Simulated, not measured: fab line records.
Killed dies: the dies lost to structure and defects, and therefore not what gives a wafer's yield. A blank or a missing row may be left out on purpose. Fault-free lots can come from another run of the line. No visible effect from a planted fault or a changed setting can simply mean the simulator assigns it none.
Comparing a struck lot with a sound one / flow berkeleyCmos170 / 17 steps out of a route of 331
Sound: wafers L432.1, L432.2, L432.3. The struck wafers were L435.2, L435.4, L435.6. The cause comes at the end.
Each step with rows lists, per side, the tool, then ch with its chambers, then its first start. Under that, the readings that differ: sound wafers / struck wafers / difference of the means / sigmas: that difference in standard deviations of wafers without a fault.
alike: readings with means less than 2 such deviations apart, plus words and numbers identical on both sides. not compared: withheld readings, readings lacking a value on some wafer, bounds such as >300 that could conceal the same value, and numbers that have no deviation in the record and whose values overlap.
A row with sigmas, a row that says differs or no value, or rows on one side alone: a step with any of these is where the two part. Numbers that have no deviation but don't overlap get no sigmas and don't part them. A reading that every wafer of one side lacks parts them only if that side has two wafers or more.

first, 1 step without rows for these wafers: UCB170_NLDD_IMPLANT_09.
UCB170_NLDD_STRIP_10: strips in O2.
  sound on plasmaAsher-01 ch 0,1, day 8 20:28; struck on plasmaAsher-02 ch 0, day 9 21:10
  alike: drypumpMotorCurrentA, oesProductAu, stripTimeToEndpointS
  not compared: rfHoursCounterH
UCB170_NLDD_TW_MEAS_11:
  sound on filmMetro-02, day 8 20:34; struck on filmMetro-03, day 9 21:17
reading=NLDD_TW; sound=2202 2204 2201; struck=2246 2238 2236; difference=+38; sigmas=+2
then, 1 step without rows for these wafers: UCB170_NLDD_CLEAN_12 (cleans in SPM, time 600 s).
UCB170_SPACER_CVD_00: deposits SiO2 from TEOS/O2, target thk 376 nm, time 47 s.
  sound on pecvd-04 ch 0,1,2, day 8 20:48; struck on pecvd-03 ch 1,2, day 9 21:55
  alike: heaterPowerW, susceptorTempC
UCB170_SPACER_THK_MEAS_01:
  sound on filmMetro-04, day 8 20:50; struck on filmMetro-01, day 9 21:58
  alike: SPACER_TEOS_THK
then, 1 step without rows for these wafers: UCB170_SPACER_ANNEAL_02 (time 1800 s).
UCB170_SPACER_ETCHBACK_03: etches SiO2 in CHF3/CF4/Ar, stops on Si, target depth 376 nm, time 100 s.
  sound on rieDiel-02 ch 0,1,2, day 9 02:50; struck on rieDiel-02 ch 0,1,2, day 10 02:13
  alike: drypumpMotorCurrentA, oesProductAu, throttleValvePct
  not compared: rfHoursCounterH
then, 4 steps without rows for these wafers: UCB170_PSD_HMDS_00 (prime time 60 s); UCB170_PSD_COAT_01 (resist thk 900 nm); UCB170_PSD_SOFTBAKE_02 (time 60 s); UCB170_PSD_EXPOSE_03 (exposes mask PSELECT MOD, target cd 1200 nm).
UCB170_PSD_PEB_04:
  sound on lithoTrack-02 ch 0, day 9 04:22; struck on lithoTrack-02 ch 0, day 10 03:29
reading=heaterPowerTotalW (W); sound=56.82 56.81 56.73; struck=57.64 57.60 57.59; difference=+0.82; sigmas=+20
reading=plateTempC (C); sound=129.85 130.01 130.10; struck=131.43 131.37 131.58; difference=+1.47; sigmas=+11
then, 1 step without rows for these wafers: UCB170_PSD_DEVELOP_05 (develop time 45 s).
UCB170_PSD_CD_MEAS_06: the cd target is 1200 nm.
  sound on cdSem-02, day 9 04:38; struck on cdSem-02, day 10 03:47
reading=cdNm (nm); sound=1198.5 1197.8 1199.6; struck=1207.6 1208.8 1208.8; difference=+9.8; sigmas=+8
UCB170_PSD_OVL_MEAS_07:
  sound on overlay-02, day 9 04:45; struck on overlay-02, day 10 03:53
  alike: PSD_OVL
UCB170_M3_PROBE_99:
  the record has rows for the sound wafers here (prober-01, day 10 09:37) and none for the struck ones

WHERE THEY PART
Earliest at UCB170_NLDD_TW_MEAS_11; latest, in this record, at UCB170_M3_PROBE_99.

WHY: whatever the simulator had introduced
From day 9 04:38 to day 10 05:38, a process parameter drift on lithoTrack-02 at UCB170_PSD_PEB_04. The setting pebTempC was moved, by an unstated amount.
